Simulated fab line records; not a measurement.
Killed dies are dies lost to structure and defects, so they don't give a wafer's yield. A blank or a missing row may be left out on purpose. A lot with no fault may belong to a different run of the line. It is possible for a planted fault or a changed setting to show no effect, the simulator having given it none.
Split-lot study / flow ritCmos / on a route of 202 steps: 5 lots, 23 wafers read

== ON THE SPLIT ==
At RIT_NSD_IMPLANT_08, the setting energyKev was moved away from the recipe's 25 on 6 of the 23 wafers read, by -4.3% to +1.8%. The other wafers ran this setting at the recipe's value.

The reading comes from the split's own step.

== THE READING ==
In nm, at RIT_NSD_IMPLANT_08: implant.drpNm, which is the simulator's own figure and was read by no gauge. No usual value for it is given in the file.

wafer=L075.1; tool, chamber at the split=implanter-02, 0; energyKev as run=25.44; against the recipe=+1.8%; implant.drpNm, nm=14.99; against lot-mates on the recipe=+0.15
wafer=L075.3; tool, chamber at the split=implanter-02, 0; energyKev as run=25.44; against the recipe=+1.8%; implant.drpNm, nm=14.99; against lot-mates on the recipe=+0.15
wafer=L075.6; tool, chamber at the split=implanter-02, 0; energyKev as run=25.44; against the recipe=+1.8%; implant.drpNm, nm=14.99; against lot-mates on the recipe=+0.15
wafer=L075.4; tool, chamber at the split=implanter-02, 0; energyKev as run=25; against the recipe=recipe; implant.drpNm, nm=14.84; against lot-mates on the recipe=-
wafer=L075.5; tool, chamber at the split=implanter-02, 0; energyKev as run=25; against the recipe=recipe; implant.drpNm, nm=14.84; against lot-mates on the recipe=-
wafer=L077.1; tool, chamber at the split=implanter-04, 0; energyKev as run=25; against the recipe=recipe; implant.drpNm, nm=14.84; against lot-mates on the recipe=-
wafer=L077.4; tool, chamber at the split=implanter-04, 0; energyKev as run=25; against the recipe=recipe; implant.drpNm, nm=14.84; against lot-mates on the recipe=-
wafer=L077.6; tool, chamber at the split=implanter-04, 0; energyKev as run=25; against the recipe=recipe; implant.drpNm, nm=14.84; against lot-mates on the recipe=-
wafer=L080.1; tool, chamber at the split=implanter-03, 0; energyKev as run=25; against the recipe=recipe; implant.drpNm, nm=14.84; against lot-mates on the recipe=-
wafer=L080.2; tool, chamber at the split=implanter-03, 0; energyKev as run=25; against the recipe=recipe; implant.drpNm, nm=14.84; against lot-mates on the recipe=-
wafer=L080.3; tool, chamber at the split=implanter-03, 0; energyKev as run=23.92; against the recipe=-4.3%; implant.drpNm, nm=14.45; against lot-mates on the recipe=-0.39
wafer=L080.5; tool, chamber at the split=implanter-03, 0; energyKev as run=23.92; against the recipe=-4.3%; implant.drpNm, nm=14.45; against lot-mates on the recipe=-0.39
wafer=L080.6; tool, chamber at the split=implanter-03, 0; energyKev as run=23.92; against the recipe=-4.3%; implant.drpNm, nm=14.45; against lot-mates on the recipe=-0.39
wafer=L081.1; tool, chamber at the split=implanter-03, 0; energyKev as run=25; against the recipe=recipe; implant.drpNm, nm=14.84; against lot-mates on the recipe=-
wafer=L081.2; tool, chamber at the split=implanter-03, 0; energyKev as run=25; against the recipe=recipe; implant.drpNm, nm=14.84; against lot-mates on the recipe=-
wafer=L081.4; tool, chamber at the split=implanter-03, 0; energyKev as run=25; against the recipe=recipe; implant.drpNm, nm=14.84; against lot-mates on the recipe=-
wafer=L081.5; tool, chamber at the split=implanter-03, 0; energyKev as run=25; against the recipe=recipe; implant.drpNm, nm=14.84; against lot-mates on the recipe=-
wafer=L081.6; tool, chamber at the split=implanter-03, 0; energyKev as run=25; against the recipe=recipe; implant.drpNm, nm=14.84; against lot-mates on the recipe=-
wafer=L082.1; tool, chamber at the split=implanter-02, 0; energyKev as run=25; against the recipe=recipe; implant.drpNm, nm=14.84; against lot-mates on the recipe=-
wafer=L082.2; tool, chamber at the split=implanter-02, 0; energyKev as run=25; against the recipe=recipe; implant.drpNm, nm=14.84; against lot-mates on the recipe=-
wafer=L082.4; tool, chamber at the split=implanter-02, 0; energyKev as run=25; against the recipe=recipe; implant.drpNm, nm=14.84; against lot-mates on the recipe=-
wafer=L082.5; tool, chamber at the split=implanter-02, 0; energyKev as run=25; against the recipe=recipe; implant.drpNm, nm=14.84; against lot-mates on the recipe=-
wafer=L082.6; tool, chamber at the split=implanter-02, 0; energyKev as run=25; against the recipe=recipe; implant.drpNm, nm=14.84; against lot-mates on the recipe=-

THE FIT
A straight line over all 23 wafers: implant.drpNm changes by +0.0894 nm for each +1% of energyKev; r = +1.00; the points scatter about the line by 0.0027 nm.
The same after taking each lot's own level away (the mean of its wafers on the recipe; 23 wafers): +0.0894 nm for each +1%; r = +1.00; scatter 0.0027 nm.
The reading moves by 0.39 nm for the largest change in energyKev, on that fit.
The lots' own levels span 14.840 to 14.840 nm.
The two slopes agree, so the slope changes little with the lot-to-lot level.
Check: for one of the wafers moved furthest among these (-4.3%), held out of the fit, the line's prediction against its lot-mates is -0.387 nm. It came out at -0.39 nm against them.

== ADDITIONAL SPLITS CARRIED BY THESE WAFERS ==
Other splits were also applied to these wafers ahead of the reading. Each is held against what the fit with the lots' levels taken away leaves over:
other split on the same wafers=RIT_REOX_OXIDATION_03 oxTimeS; wafers away from the commonest value=15; r with implant.drpNm (lot level and that fit taken away)=+0.49
other split on the same wafers=RIT_NLDD_SOFTBAKE_02 tempC; wafers away from the commonest value=9; r with implant.drpNm (lot level and that fit taken away)=+0.01
other split on the same wafers=RIT_NLDD_IMPLANT_08 energyKev; wafers away from the commonest value=7; r with implant.drpNm (lot level and that fit taken away)=+0.04
other split on the same wafers=RIT_PLDD_IMPLANT_08 tiltDeg; wafers away from the commonest value=5; r with implant.drpNm (lot level and that fit taken away)=+0.21
other split on the same wafers=RIT_SPACER_CVD_03 nh3FlowSccm; wafers away from the commonest value=15; r with implant.drpNm (lot level and that fit taken away)=+0.20
other split on the same wafers=RIT_NSD_COAT_01 resistThkNm; wafers away from the commonest value=8; r with implant.drpNm (lot level and that fit taken away)=+0.20

== FILE'S OWN FIT ==
implant.drpNm changes by +0.0901 nm for each +1% of energyKev, r = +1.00.
